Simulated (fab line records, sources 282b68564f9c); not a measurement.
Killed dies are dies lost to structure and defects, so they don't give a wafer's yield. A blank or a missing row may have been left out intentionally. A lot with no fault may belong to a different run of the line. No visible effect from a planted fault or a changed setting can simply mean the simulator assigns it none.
Which tool is to blame? || flow ritCmos || 14 lots with 42 wafers sampled at 3 steps, on a route of 202 steps

WHAT THE GAUGES READ, wafer by wafer
RIT_M1_RS_MEAS_01: measurement is done with a four-point probe.
{"lot": "L671", "measured": "day 3 20:23", "on": "filmMetro-04", "M1_AL_RS (ohm/sq)": "0.0741 0.0738 0.0728"}
{"lot": "L672", "measured": "day 3 23:07", "on": "filmMetro-04", "M1_AL_RS (ohm/sq)": "0.0731 0.0735 0.0740"}
{"lot": "L674", "measured": "day 4 03:49", "on": "filmMetro-04", "M1_AL_RS (ohm/sq)": "0.0731 0.0728 0.0739"}
{"lot": "L675", "measured": "day 4 11:56", "on": "filmMetro-03", "M1_AL_RS (ohm/sq)": "- - -"}
{"lot": "L676", "measured": "day 4 12:04", "on": "filmMetro-04", "M1_AL_RS (ohm/sq)": "- - -"}
{"lot": "L685", "measured": "day 6 11:35", "on": "filmMetro-04", "M1_AL_RS (ohm/sq)": "0.0748 0.0731 0.0747"}
{"lot": "L686", "measured": "day 6 16:47", "on": "filmMetro-04", "M1_AL_RS (ohm/sq)": "0.0724 0.0728 0.0717"}
{"lot": "L688", "measured": "day 7 01:14", "on": "filmMetro-04", "M1_AL_RS (ohm/sq)": "0.0738 0.0729 0.0724"}
{"lot": "L689", "measured": "day 7 08:25", "on": "filmMetro-03", "M1_AL_RS (ohm/sq)": "0.0726 0.0721 0.0729"}
{"lot": "L690", "measured": "day 7 09:28", "on": "filmMetro-03", "M1_AL_RS (ohm/sq)": "0.0719 0.0736 0.0731"}
{"lot": "L691", "measured": "day 7 11:32", "on": "filmMetro-04", "M1_AL_RS (ohm/sq)": "0.0732 0.0736 0.0753"}
{"lot": "L692", "measured": "day 7 20:17", "on": "filmMetro-03", "M1_AL_RS (ohm/sq)": "0.0731 0.0741 0.0745"}
{"lot": "L693", "measured": "day 8 01:05", "on": "filmMetro-03", "M1_AL_RS (ohm/sq)": "0.0735 0.0734 0.0730"}
{"lot": "L694", "measured": "day 8 06:29", "on": "filmMetro-02", "M1_AL_RS (ohm/sq)": "0.0739 0.0740 0.0747"}

RIT_M1_THK_MEAS_02: measures by xrf.
{"lot": "L671", "measured": "day 3 20:29", "on": "filmMetro-04", "M1_AL_THK (nm)": "393 393 399"}
{"lot": "L672", "measured": "day 3 23:13", "on": "filmMetro-04", "M1_AL_THK (nm)": "397 393 389"}
{"lot": "L674", "measured": "day 4 03:56", "on": "filmMetro-04", "M1_AL_THK (nm)": "397 399 395"}
{"lot": "L675", "measured": "day 4 12:03", "on": "filmMetro-03", "M1_AL_THK (nm)": "<1 <1 <1"}
{"lot": "L676", "measured": "day 4 12:11", "on": "filmMetro-04", "M1_AL_THK (nm)": "<0 <0 <0"}
{"lot": "L685", "measured": "day 6 11:42", "on": "filmMetro-04", "M1_AL_THK (nm)": "389 398 390"}
{"lot": "L686", "measured": "day 6 16:55", "on": "filmMetro-04", "M1_AL_THK (nm)": "402 399 406"}
{"lot": "L688", "measured": "day 7 01:21", "on": "filmMetro-04", "M1_AL_THK (nm)": "390 399 400"}
{"lot": "L689", "measured": "day 7 08:31", "on": "filmMetro-03", "M1_AL_THK (nm)": "402 405 399"}
{"lot": "L690", "measured": "day 7 09:33", "on": "filmMetro-03", "M1_AL_THK (nm)": "406 396 399"}
{"lot": "L691", "measured": "day 7 11:38", "on": "filmMetro-04", "M1_AL_THK (nm)": "394 394 383"}
{"lot": "L692", "measured": "day 7 20:23", "on": "filmMetro-03", "M1_AL_THK (nm)": "398 394 392"}
{"lot": "L693", "measured": "day 8 01:11", "on": "filmMetro-03", "M1_AL_THK (nm)": "395 397 399"}
{"lot": "L694", "measured": "day 8 06:36", "on": "filmMetro-02", "M1_AL_THK (nm)": "388 389 386"}

TOOL THAT RAN EACH LOT (tool first, then ch and the chambers of the sampled wafers, then the start)
{"lot": "L671", "RIT_M1_SPUTTER_00": "pvdSputter-02, day 3 20:04"}
{"lot": "L672", "RIT_M1_SPUTTER_00": "pvdSputter-03, day 3 22:46"}
{"lot": "L674", "RIT_M1_SPUTTER_00": "pvdSputter-02, day 4 03:31"}
{"lot": "L675", "RIT_M1_SPUTTER_00": "pvdSputter-03, day 4 11:38"}
{"lot": "L676", "RIT_M1_SPUTTER_00": "pvdSputter-02, day 4 11:46"}
{"lot": "L685", "RIT_M1_SPUTTER_00": "pvdSputter-03, day 6 11:17"}
{"lot": "L686", "RIT_M1_SPUTTER_00": "pvdSputter-02, day 6 16:30"}
{"lot": "L688", "RIT_M1_SPUTTER_00": "pvdSputter-02, day 7 00:56"}
{"lot": "L689", "RIT_M1_SPUTTER_00": "pvdSputter-03, day 7 08:06"}
{"lot": "L690", "RIT_M1_SPUTTER_00": "pvdSputter-04, day 7 09:07"}
{"lot": "L691", "RIT_M1_SPUTTER_00": "pvdSputter-03, day 7 11:11"}
{"lot": "L692", "RIT_M1_SPUTTER_00": "pvdSputter-02, day 7 19:58"}
{"lot": "L693", "RIT_M1_SPUTTER_00": "pvdSputter-04, day 8 00:44"}
{"lot": "L694", "RIT_M1_SPUTTER_00": "pvdSputter-03, day 8 06:11"}
- RIT_M1_SPUTTER_00: material Al, target thk 400 nm, time 500 s.

WHAT THE TOOLS THEMSELVES READ (means of the sampled wafers that have a number; where no wafer has one, the mark that the record gives instead)
RIT_M1_SPUTTER_00.
{"lot": "L671", "tool": "pvdSputter-02", "cathodeDcPowerW (W)": 2000.1, "chamberPressurePa (Pa)": 0.4002, "throttleValvePct (%)": 30.9}
{"lot": "L672", "tool": "pvdSputter-03", "cathodeDcPowerW (W)": 2000.0, "chamberPressurePa (Pa)": 0.4003, "throttleValvePct (%)": 29.3}
{"lot": "L674", "tool": "pvdSputter-02", "cathodeDcPowerW (W)": 2000.1, "chamberPressurePa (Pa)": 0.3994, "throttleValvePct (%)": 30.7}
{"lot": "L675", "tool": "pvdSputter-03", "cathodeDcPowerW (W)": "-", "chamberPressurePa (Pa)": "-", "throttleValvePct (%)": "-"}
{"lot": "L676", "tool": "pvdSputter-02", "cathodeDcPowerW (W)": "-", "chamberPressurePa (Pa)": "-", "throttleValvePct (%)": "-"}
{"lot": "L685", "tool": "pvdSputter-03", "cathodeDcPowerW (W)": 1999.8, "chamberPressurePa (Pa)": 0.3998, "throttleValvePct (%)": 29.8}
{"lot": "L686", "tool": "pvdSputter-02", "cathodeDcPowerW (W)": 2000.2, "chamberPressurePa (Pa)": 0.4002, "throttleValvePct (%)": 30.0}
{"lot": "L688", "tool": "pvdSputter-02", "cathodeDcPowerW (W)": 1999.9, "chamberPressurePa (Pa)": 0.4009, "throttleValvePct (%)": 30.8}
{"lot": "L689", "tool": "pvdSputter-03", "cathodeDcPowerW (W)": 2000.1, "chamberPressurePa (Pa)": 0.4007, "throttleValvePct (%)": 29.9}
{"lot": "L690", "tool": "pvdSputter-04", "cathodeDcPowerW (W)": 2000.1, "chamberPressurePa (Pa)": 0.4000, "throttleValvePct (%)": 30.5}
{"lot": "L691", "tool": "pvdSputter-03", "cathodeDcPowerW (W)": 2000.3, "chamberPressurePa (Pa)": 0.4001, "throttleValvePct (%)": 29.1}
{"lot": "L692", "tool": "pvdSputter-02", "cathodeDcPowerW (W)": 2000.3, "chamberPressurePa (Pa)": 0.4001, "throttleValvePct (%)": 29.9}
{"lot": "L693", "tool": "pvdSputter-04", "cathodeDcPowerW (W)": 2000.4, "chamberPressurePa (Pa)": 0.4001, "throttleValvePct (%)": 29.9}
{"lot": "L694", "tool": "pvdSputter-03", "cathodeDcPowerW (W)": 2000.0, "chamberPressurePa (Pa)": 0.4009, "throttleValvePct (%)": 29.8}

THE ANSWER, worked out from the rows above alone
Rule: what is usual is taken from the lots themselves. Put in order of their means at a reading, lots are off if they are a third of the lots or fewer, leave a main group of 4 or more, and stand apart from it by a gap of 3 or more times the standard deviation of the main group's means; of several such gaps the widest counts. Not used: any main group whose means are identical at the precision the tables above print for the reading. A lot without any number at a reading at which 4 lots or more have one is off too. The other lots that the step has rows for count as sound. Order of review: gauges by route order, followed by the tools' own readings, for which a lot's mean as printed above is used. The first step at which some lot is off is used, and at that step the reading that is off furthest; a lot without a number counts as furthest.
Off: at RIT_M1_RS_MEAS_01 (M1_AL_RS), L675, L676. Without a number there: L675, L676. The main group has a mean of 0.0734 ohm/sq with a standard deviation of 0.0006.
A tool fits if, at a process step before that reading, it ran every lot that is off, and no sound lot after the first of them. The gauges at RIT_M1_RS_MEAS_01 aren't tried: what is off there is off at RIT_M1_SPUTTER_00 too, on other tools, and a gauge's error can't cause that. No candidate that was tried fits.

WHAT WAS PUT IN BY THE SIMULATOR
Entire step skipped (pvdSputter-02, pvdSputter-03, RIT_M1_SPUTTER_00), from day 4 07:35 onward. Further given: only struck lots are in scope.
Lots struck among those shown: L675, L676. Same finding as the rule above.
